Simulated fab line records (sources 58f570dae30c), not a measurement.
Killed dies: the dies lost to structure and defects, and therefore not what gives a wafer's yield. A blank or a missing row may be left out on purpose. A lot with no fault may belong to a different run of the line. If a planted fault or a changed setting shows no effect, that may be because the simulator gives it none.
Comparing a struck lot with a sound one	flow berkeleyCmos170	23 steps out of a route of 331
Sound: the wafers L576.1, L576.3, L576.6. The struck wafers were L587.1, L587.3, L587.4. Last of all comes the cause.
Order at every step that has rows: each side's tool, ch and its chambers, its first start. Under that, the readings that differ: sound wafers	struck wafers	difference of the means	sigmas: that difference in standard deviations of wafers without a fault.
alike: a reading whose means differ by less than 2 such deviations, as well as words and numbers matching on both sides. not compared: withheld readings; readings where some wafer has no value; bounds like >300 that might hide an equal value; numbers whose values overlap and for which the record gives no deviation.
Wherever a step has rows on one side only, a row that says differs or no value, or a row with sigmas, the two part there. When numbers do not overlap yet have no deviation, they are printed without sigmas and do not part them. Lack of a reading on every wafer of one side parts them only where that side has two or more wafers.

first, 3 steps without rows for these wafers: UCB170_ZERO_EXPOSE_03 (exposes mask PM MARKS, target cd 4000 nm); UCB170_ZERO_PEB_04; UCB170_ZERO_DEVELOP_05 (develop time 45 s).
UCB170_ZERO_ETCH_06: etches SiO2 in CHF3/CF4/Ar, time 12 s.
  sound on rieDiel-02 ch 2,3, day 4 01:16; struck on rieDiel-04 ch 0,1,2, day 6 10:06
  alike: drypumpMotorCurrentA, mfcArSccm, oesProductAu, throttleValvePct
  not compared: rfHoursCounterH
UCB170_ZERO_STRIP_07: strips in O2.
  sound on plasmaAsher-04 ch 0,1, day 4 01:17; struck on plasmaAsher-04 ch 0,1, day 6 10:07
  alike: drypumpMotorCurrentA, oesProductAu, stripTimeToEndpointS
  not compared: rfHoursCounterH
then, 2 steps without rows for these wafers: UCB170_NWELL_WET_ETCH_00 (etches SiO2 in dHF, time 200 s); UCB170_NWELL_OXIDATION_01 (target thk 26.4 nm, ox time 1260 s).
UCB170_NWELL_THK_MEAS_02:
  sound: filmMetro-01 at day 4 06:19; struck: filmMetro-04 at day 6 11:48
  alike: NWELL_OXIDE_THK
then, 2 steps without rows for these wafers: UCB170_NWELL_ANNEAL_03 (time 900 s); UCB170_NWELL_CVD_04 (deposits Si3N4 from SiH2Cl2/NH3, target thk 224 nm, time 3360 s).
UCB170_NWELL_THK_MEAS_05:
  sound: filmMetro-04 at day 4 11:08; struck: filmMetro-01 at day 6 19:01
  alike: NWELL_NITRIDE_THK
then, 1 step without rows for these wafers: UCB170_NWELL_HMDS_06 (prime time 60 s).
UCB170_NWELL_COAT_07: resist thk 900 nm.
  sound on lithoTrack-02 ch 0, day 4 11:56; struck on lithoTrack-03 ch 0, day 6 19:14
reading	sound	struck	difference	sigmas
spinSpeedRpm (rpm)	1499.3 1498.4 1496.8	1397.2 1398.5 1398.6	-100.1	-91
model.KrF_of_NWELL_COAT_07.thkNm (nm)	898 898.7 896.4	936 937.5 933.9	+38	
then, 4 steps without rows for these wafers: UCB170_NWELL_SOFTBAKE_08 (time 60 s); UCB170_NWELL_EXPOSE_09 (exposes mask NWELL, target cd 3000 nm); UCB170_NWELL_PEB_10; UCB170_NWELL_DEVELOP_11 (develop time 45 s).
UCB170_NWELL_OVL_MEAS_12:
  sound: overlay-02 at day 4 13:12; struck: overlay-01 at day 6 19:56
reading	sound	struck	difference	sigmas
NWELL_OVL (nm)	-8 -10 -9	1 8 2	+13	+2
UCB170_NWELL_ETCH_13: etches Si3N4 in CH3F/Ar/O2, stops on SiO2, target depth 246.4 nm, time 154 s.
  sound on rieDiel-03 ch 1,2,3, day 4 13:14; struck on rieDiel-04 ch 1,2,3, day 6 19:58
reading	sound	struck	difference	sigmas
model.KrF_of_NWELL_COAT_07.thkNm (nm)	720 723.9 720.5	755.8 757.2 750.5	+33.0	
  alike: O2_flow_sccm, drypumpMotorCurrentA, mfcArSccm, oesProductAu, throttleValvePct
  not compared: rfHoursCounterH
following that, these wafers have no rows for 1 step: UCB170_NWELL_IMPLANT_14.
UCB170_NWELL_STRIP_15: strips in O2.
  sound on plasmaAsher-04 ch 0,1, day 4 13:29; struck on plasmaAsher-04 ch 0,1, day 6 20:13
reading	sound	struck	difference	sigmas
stripTimeToEndpointS (s)	17.99 18.08 18.00	18.81 18.85 18.72	+0.77	+10
  alike: drypumpMotorCurrentA, oesProductAu
  not compared: rfHoursCounterH
UCB170_NWELL_TW_MEAS_16:
  sound: filmMetro-04 at day 4 13:35; struck: filmMetro-02 at day 6 20:19
reading	sound	struck	difference	sigmas
NWELL_TW	1262 1258 1252	1227 1230 1224	-30	-3
following that, these wafers have no rows for 1 step: UCB170_M3_PROBE_99.

## WHERE THEY PART
At UCB170_NWELL_COAT_07 first; at UCB170_NWELL_TW_MEAS_16 last (within this record only).

WHY: whatever the simulator had introduced
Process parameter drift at UCB170_NWELL_COAT_07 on lithoTrack-03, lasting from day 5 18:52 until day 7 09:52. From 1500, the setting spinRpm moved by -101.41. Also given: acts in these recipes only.
